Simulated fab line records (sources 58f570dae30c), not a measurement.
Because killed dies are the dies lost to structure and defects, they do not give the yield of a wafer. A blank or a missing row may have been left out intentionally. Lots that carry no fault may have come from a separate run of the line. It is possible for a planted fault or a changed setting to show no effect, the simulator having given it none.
Which tool was responsible? / flow berkeley_cmos170 / 7 lots, 21 wafers sampled, at 2 steps of a route of 331

== WHAT THE GAUGES SHOWED, per wafer ==
UCB170_PVT_TW_MEAS_09.
lot=L665; measured=day 5 22:50; on=film_metro-01; PVT_TW=506.2 506.4 506.9
lot=L669; measured=day 7 04:35; on=film_metro-01; PVT_TW=506.1 506.4 505.7
lot=L672; measured=day 7 17:54; on=film_metro-03; PVT_TW=505.3 507.2 504.9
lot=L676; measured=day 8 08:04; on=film_metro-03; PVT_TW=507.0 506.4 507.5
lot=L678; measured=day 8 23:50; on=film_metro-01; PVT_TW=478.7 481.4 481.0
lot=L681; measured=day 9 10:13; on=film_metro-01; PVT_TW=506.5 505.2 505.6
lot=L686; measured=day 10 20:32; on=film_metro-03; PVT_TW=504.9 507.8 506.6

== TOOL THAT RAN EACH LOT (tool first, then ch and the chambers of the sampled wafers, then the start) ==
lot=L665; UCB170_PVT_IMPLANT_07=implanter-01 ch 0, day 5 22:37
lot=L669; UCB170_PVT_IMPLANT_07=implanter-01 ch 0, day 7 04:20
lot=L672; UCB170_PVT_IMPLANT_07=implanter-03 ch 0, day 7 17:41
lot=L676; UCB170_PVT_IMPLANT_07=implanter-01 ch 0, day 8 07:49
lot=L678; UCB170_PVT_IMPLANT_07=implanter-03 ch 0, day 8 23:35
lot=L681; UCB170_PVT_IMPLANT_07=implanter-04 ch 0, day 9 09:59
lot=L686; UCB170_PVT_IMPLANT_07=implanter-04 ch 0, day 10 20:17
- UCB170_PVT_IMPLANT_07

== THE ANSWER, worked out from the rows above alone ==
Rule: usual is defined by the lots themselves. Put in order of their means at a reading, lots are off if they are a third of the lots or fewer, leave a main group of 4 or more, and stand apart from it by a gap of 3 or more times the standard deviation of the main group's means; of several such gaps the widest counts. If all means in a main group match to the digits the tables above print for the reading, that group is not used. A lot without any number at a reading at which 4 lots or more have one is off too. Where the step has rows for the other lots, those lots are counted as sound.
Off: at UCB170_PVT_TW_MEAS_09 (PVT_TW), L678. The main group has a mean of 506.3 with a standard deviation of 0.42.
A tool fits if, at a process step before that reading, it ran every lot that is off, and no sound lot after the first of them. The gauges at UCB170_PVT_TW_MEAS_09 are tried like those tools. One fits: UCB170_PVT_IMPLANT_07 on implanter-03. A fault onset in the window from L672 (day 7 17:41, its last sound lot) to L678 (day 8 23:35, its first lot off) fits.

== WHAT WAS PUT IN BY THE SIMULATOR ==
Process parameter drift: implanter-03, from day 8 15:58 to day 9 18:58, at UCB170_PVT_IMPLANT_07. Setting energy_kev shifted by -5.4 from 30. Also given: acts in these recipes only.
Shown lots that were struck: L678. This agrees with what the rule above found.
